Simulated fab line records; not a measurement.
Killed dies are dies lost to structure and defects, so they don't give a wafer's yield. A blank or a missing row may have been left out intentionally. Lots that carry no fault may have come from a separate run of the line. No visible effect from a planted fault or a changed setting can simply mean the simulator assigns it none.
Matching of chambers	flow berkeley-cmos170	rie-diel-01 running UCB170_V2_ETCH_14: 4 sister chambers
The step etches SiO2 in CHF3/CF4/Ar, stops on Al, target depth 1250 nm, time 291 s. 14 wafers are shown with their chamber, then 7 later ones without.

== WAFERS, EACH WITH ITS CHAMBER ==
wafer	chamber	drypump-motor-current-A (A)	throttle-valve-pct (%)	mfc-ar-sccm (sccm)
L994.1	2	6.5	6.73	150.1
L994.2	0	5.5	6.91	150.3
L994.6	2	6.5	6.74	149.7
L106.1	2	6.5	6.71	150.0
L106.3	0	5.5	6.91	150.9
L106.4	2	6.5	6.73	149.7
L109.2	3	5.8	6.73	149.6
L109.4	2	6.5	6.73	149.6
L109.6	2	6.5	6.77	150.1
L110.2	3	5.8	6.73	149.7
L110.3	0	5.5	6.91	150.6
L110.4	1	5.4	6.93	151.0
L113.1	0	5.4	6.91	150.7
L113.5	2	6.5	6.74	150.3

SIGNATURES (means of the wafers above)
reading	chamber 0	chamber 1	chamber 2	chamber 3	scatter within a chamber
drypump-motor-current-A	5.475	5.400	6.500	5.800	0.0274
throttle-valve-pct	6.9100	6.9300	6.7357	6.7300	0.014
mfc-ar-sccm	150.625	151.000	149.929	149.650	0.246
Rule: a wafer's distance from a chamber is the root of the sum, over the readings, of the square of ((its reading less the chamber's mean) divided by the reading's scatter). The wafer belongs to the nearest chamber; if the next one is less than 2 further off, it can't be placed. How the scatter is found: for the shown wafers, subtract from each reading the mean of its chamber, square and add these, divide the total by (wafers less chambers), then take the root.

== WAFERS WHOSE CHAMBER IS MISSING ==
wafer	drypump-motor-current-A (A)	throttle-valve-pct (%)	mfc-ar-sccm (sccm)
L113.6	5.4	6.93	150.8
L111.3	5.5	6.92	149.3
L111.5	5.4	6.96	149.5
L111.6	6.5	6.73	149.8
L115.2	5.5	6.90	150.2
L115.3	5.8	6.74	149.6
L115.6	5.4	6.95	149.6

== WHICH CHAMBER EACH ONE RAN IN ==
wafer	from the rows above	in truth
L113.6	1	1
L111.3	0	0
L111.5	can't be placed: 0 or 1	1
L111.6	2	2
L115.2	0	0
L115.3	3	3
L115.6	can't be placed: 0 or 1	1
5 of 7 placed correctly. These rows do not allow placing 2 (true chamber among the candidates in 2). Number placed wrongly: 0.
